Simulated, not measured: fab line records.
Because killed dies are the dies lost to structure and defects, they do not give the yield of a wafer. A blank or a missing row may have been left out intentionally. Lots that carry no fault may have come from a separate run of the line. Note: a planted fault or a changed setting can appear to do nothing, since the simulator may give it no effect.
Matching of chambers ; flow berkeley-cmos170 ; UCB170_PWELL_ETCH_14 on rie-diel-03: 4 sister chambers
The step etches Si3N4 in CH3F/Ar/O2, stops on SiO2, target depth 242 nm, time 151 s. 14 wafers are shown with their chamber, then 7 later ones without.

== WAFERS WITH THEIR CHAMBER ==
wafer;chamber;throttle-valve-pct (%);drypump-motor-current-A (A);oes-product-au (a.u.)
L798.1;2;8.28;6.1;0.945
L798.5;0;8.29;5.0;0.948
L798.6;3;8.07;5.3;0.934
L802.1;3;8.06;5.4;0.937
L802.3;0;8.31;5.0;0.945
L802.5;3;8.06;5.4;0.929
L804.2;3;8.07;5.3;0.949
L804.4;1;8.17;5.0;0.945
L804.5;0;8.30;5.0;0.946
L805.4;0;8.30;5.0;0.945
L805.5;0;8.31;5.0;0.944
L805.6;1;8.18;5.0;0.934
L808.1;2;8.28;6.2;0.935
L808.2;0;8.29;5.0;0.934

SIGNATURES (averages over the wafers above)
reading;chamber 0;chamber 1;chamber 2;chamber 3;scatter within a chamber
throttle-valve-pct;8.3000;8.1750;8.2800;8.0650;0.00742
drypump-motor-current-A;5.000;5.000;6.150;5.350;0.0387
oes-product-au;0.94367;0.93950;0.94000;0.93725;0.0067
Rule: a wafer's distance from a chamber is the root of the sum, over the readings, of the square of ((its reading less the chamber's mean) divided by the reading's scatter). The wafer belongs to the nearest chamber; if the next one is less than 2 further off, it can't be placed. The scatter: take each reading less its chamber's mean, square it, sum over the shown wafers, divide by the number of wafers less the number of chambers, and take the root.

== WAFERS WITHOUT THEIR CHAMBER ==
wafer;throttle-valve-pct (%);drypump-motor-current-A (A);oes-product-au (a.u.)
L808.5;8.07;5.3;0.936
L815.2;8.30;4.9;0.952
L815.4;8.27;6.1;0.937
L815.5;8.30;4.9;0.956
L820.1;8.06;5.4;0.942
L820.3;8.27;6.1;0.938
L820.5;8.16;5.0;0.949

== CHAMBER TAKEN BY EACH ==
wafer;from the rows above;in truth
L808.5;3;3
L815.2;0;0
L815.4;2;2
L815.5;0;0
L820.1;3;3
L820.3;2;2
L820.5;1;1
Correctly placed: 7 of 7. Can't be placed from these rows: 0. Placed wrongly: 0.
